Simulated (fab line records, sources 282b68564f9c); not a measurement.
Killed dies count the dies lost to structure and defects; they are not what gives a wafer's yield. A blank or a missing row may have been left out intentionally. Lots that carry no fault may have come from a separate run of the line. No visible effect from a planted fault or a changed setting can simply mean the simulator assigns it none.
The tool behind it: which one? -- flow ritCmos -- Sampling: 13 lots, 39 wafers, 3 of 202 route steps

## WHAT THE GAUGES SHOWED, per wafer
RIT_PLDD_OVL_MEAS_06.
lot,measured,on,PLDD_OVL (nm)
L521,day 3 07:53,overlay-01,1.1 1.1 -0.3
L522,day 3 14:39,overlay-01,0.5 -0.7 -0.1
L523,day 3 17:19,overlay-02,-1.2 -0.6 -1.5
L524,day 4 02:59,overlay-02,1.8 1.2 2.7
L525,day 4 05:42,overlay-02,3.7 3.5 2.8
L526,day 4 08:15,overlay-02,2.7 3.2 1.9
L527,day 4 16:01,overlay-02,0.6 -1.5 -0.6
L528,day 4 22:05,overlay-02,3.2 2.4 3.9
L532,day 5 13:58,overlay-02,-2.5 -1.8 -1.1
L536,day 6 14:46,overlay-01,-0.1 -0.1 -0.3
L538,day 7 03:09,overlay-01,-2.3 -0.7 -1.4
L540,day 7 07:00,overlay-02,1.3 1.4 0.6
L541,day 7 15:01,overlay-01,-0.4 0.7 -0.9

RIT_M1_CD_MEAS_09 targets a cd of 2600 nm.
lot,measured,on,cdNm (nm)
L521,day 3 19:27,cdSem-01,2602.7 2600.0 2599.3
L522,day 4 01:55,cdSem-01,2598.7 2595.6 2600.9
L523,day 4 05:02,cdSem-01,2600.7 2600.6 2600.6
L524,day 4 14:25,cdSem-02,2601.6 2601.0 2602.6
L525,day 4 17:20,cdSem-02,2603.3 2604.3 2602.5
L526,day 4 20:16,cdSem-02,2603.6 2600.7 2600.8
L527,day 5 03:15,cdSem-02,2600.0 2596.7 2599.3
L528,day 5 09:31,cdSem-02,2598.0 2598.2 2598.5
L532,day 6 01:10,cdSem-02,2600.5 2601.0 2601.0
L536,day 7 02:19,cdSem-01,2600.2 2599.3 2600.3
L538,day 7 14:14,cdSem-01,2599.9 2601.6 2600.2
L540,day 7 18:17,cdSem-01,2600.1 2599.1 2601.4
L541,day 8 03:08,cdSem-02,2603.1 2602.9 2603.2

## EACH LOT AND THE TOOL THAT RAN IT (in order: tool; ch and the chambers of the sampled wafers; start)
lot,RIT_SILICIDE_RTA_06
L521,"rtpAnneal-02 ch 0, day 3 15:33"
L522,"rtpAnneal-01 ch 0, day 3 22:06"
L523,"rtpAnneal-02 ch 0, day 4 00:54"
L524,"rtpAnneal-01 ch 0, day 4 10:42"
L525,"rtpAnneal-02 ch 0, day 4 13:19"
L526,"rtpAnneal-01 ch 0, day 4 16:20"
L527,"rtpAnneal-02 ch 0, day 4 23:33"
L528,"rtpAnneal-01 ch 0, day 5 05:35"
L532,"rtpAnneal-01 ch 0, day 5 21:23"
L536,"rtpAnneal-01 ch 0, day 6 22:29"
L538,"rtpAnneal-01 ch 0, day 7 10:28"
L540,"rtpAnneal-01 ch 0, day 7 14:39"
L541,"rtpAnneal-02 ch 0, day 7 23:17"
- RIT_SILICIDE_RTA_06: time 10 s, ramp up 5 s, ramp down 10 s.

## WHAT THE TOOLS THEMSELVES READ (means of the sampled wafers that have a number; where no wafer has one, the mark that the record gives instead)
RIT_SILICIDE_RTA_06.
lot,tool,wafer_temp_C_max
L521,rtpAnneal-02,752.7
L522,rtpAnneal-01,754.8
L523,rtpAnneal-02,752.8
L524,rtpAnneal-01,755.0
L525,rtpAnneal-02,753.3
L526,rtpAnneal-01,755.0
L527,rtpAnneal-02,753.2
L528,rtpAnneal-01,755.1
L532,rtpAnneal-01,754.5
L536,rtpAnneal-01,755.2
L538,rtpAnneal-01,756.1
L540,rtpAnneal-01,754.9
L541,rtpAnneal-02,754.0

## THE ANSWER, worked out from the rows above alone
Rule: usual is defined by the lots themselves. The widest of any qualifying gaps counts: lots, ordered by their means at a reading, are off when they make up no more than a third of the lots, leave a main group of 4 or more, and stand apart from it by 3 or more times the standard deviation of that group's means. A main group is skipped when, at the precision printed for the reading in the tables above, its means are all equal. Also off: a lot with no number at a reading for which 4 or more lots have one. All remaining lots with rows at the step are treated as sound. After the gauges, taken in route order, come the tools' own readings; for these a lot's mean is taken, as printed above. The first step at which some lot is off is used, and at that step the reading that is off furthest; a lot without a number counts as furthest.
Across all readings shown, no lot is off: no conclusion can be drawn from this.

## WHAT THE SIMULATOR HAD PUT IN
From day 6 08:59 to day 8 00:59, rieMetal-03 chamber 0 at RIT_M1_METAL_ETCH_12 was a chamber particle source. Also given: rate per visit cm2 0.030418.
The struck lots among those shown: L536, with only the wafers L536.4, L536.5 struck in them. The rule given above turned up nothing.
